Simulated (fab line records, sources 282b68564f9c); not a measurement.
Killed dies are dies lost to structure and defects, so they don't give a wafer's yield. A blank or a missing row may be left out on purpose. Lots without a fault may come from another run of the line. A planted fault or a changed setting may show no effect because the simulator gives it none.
Split-lot experiment | flow rit_cmos | 5 lots, 23 wafers read, on a route of 202 steps

THE SPLIT
At RIT_NLDD_IMPLANT_08, the setting energy_kev was moved away from the recipe's 20 on 10 of the 23 wafers read, by -4.2% to +5.8%. The other wafers ran this setting at the recipe's value.

The reading is taken at the split's own step.

THE READING
implant.drp_nm (the simulator's own value, which no gauge read), in nm, at RIT_NLDD_IMPLANT_08. The file gives no usual value for it.

wafer  | tool, chamber at the split | energy_kev as run | against the recipe | implant.drp_nm, nm | against lot-mates on the recipe
L074.2 | implanter-03, 0            | 20                | recipe             | 12.97              | -
L074.6 | implanter-03, 0            | 20                | recipe             | 12.97              | -
L074.3 | implanter-03, 0            | 21.16             | +5.8%              | 13.42              | +0.45
L074.4 | implanter-03, 0            | 21.16             | +5.8%              | 13.42              | +0.45
L074.5 | implanter-03, 0            | 21.16             | +5.8%              | 13.42              | +0.45
L075.1 | implanter-01, 0            | 20                | recipe             | 12.97              | -
L075.5 | implanter-01, 0            | 20                | recipe             | 12.97              | -
L075.6 | implanter-01, 0            | 20                | recipe             | 12.97              | -
L077.1 | implanter-01, 0            | 20                | recipe             | 12.97              | -
L077.5 | implanter-01, 0            | 20                | recipe             | 12.97              | -
L077.6 | implanter-01, 0            | 20                | recipe             | 12.97              | -
L077.3 | implanter-01, 0            | 19.51             | -2.4%              | 12.78              | -0.19
L077.4 | implanter-01, 0            | 19.51             | -2.4%              | 12.78              | -0.19
L080.1 | implanter-03, 0            | 19.16             | -4.2%              | 12.64              | -0.33
L080.2 | implanter-03, 0            | 19.16             | -4.2%              | 12.64              | -0.33
L080.6 | implanter-03, 0            | 19.16             | -4.2%              | 12.64              | -0.33
L080.4 | implanter-03, 0            | 20                | recipe             | 12.97              | -
L080.5 | implanter-03, 0            | 20                | recipe             | 12.97              | -
L085.2 | implanter-03, 0            | 20                | recipe             | 12.97              | -
L085.3 | implanter-03, 0            | 20                | recipe             | 12.97              | -
L085.4 | implanter-03, 0            | 20                | recipe             | 12.97              | -
L085.5 | implanter-03, 0            | 19.65             | -1.8%              | 12.83              | -0.14
L085.6 | implanter-03, 0            | 19.65             | -1.8%              | 12.83              | -0.14

THE FIT
A straight line over all 23 wafers: implant.drp_nm changes by +0.078 nm for each +1% of energy_kev; r = +1.00; the points scatter about the line by 0.0015 nm.
The same after taking each lot's own level away (the mean of its wafers on the recipe; 23 wafers): +0.078 nm for each +1%; r = +1.00; scatter 0.0015 nm.
On that fit, the largest move of energy_kev shifts the reading by 0.45 nm.
The lots' own levels span 12.970 to 12.970 nm.
So the lot-to-lot level changes the slope little: the two slopes agree.
Check: with one of the wafers moved furthest among these (+5.8%) left out of the fit, the line predicts +0.452 nm for it against its lot-mates. It came out at +0.45 nm against them.

THE WHOLE CHAIN: every reading that the file lists as answering this split, in the file's order
step                | what it does | reading                                                         | change (the file's fit)               | r (the file's)
RIT_NLDD_IMPLANT_08 |              | implant.rp_nm (the simulator's own value, which no gauge read)  | +0.187 nm for each +1% of the setting | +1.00
RIT_NLDD_IMPLANT_08 |              | implant.drp_nm (the simulator's own value, which no gauge read) | +0.078 nm for each +1% of the setting | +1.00

THE FILE'S OWN FIT
implant.drp_nm changes by +0.078 nm for each +1% of energy_kev, r = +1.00.
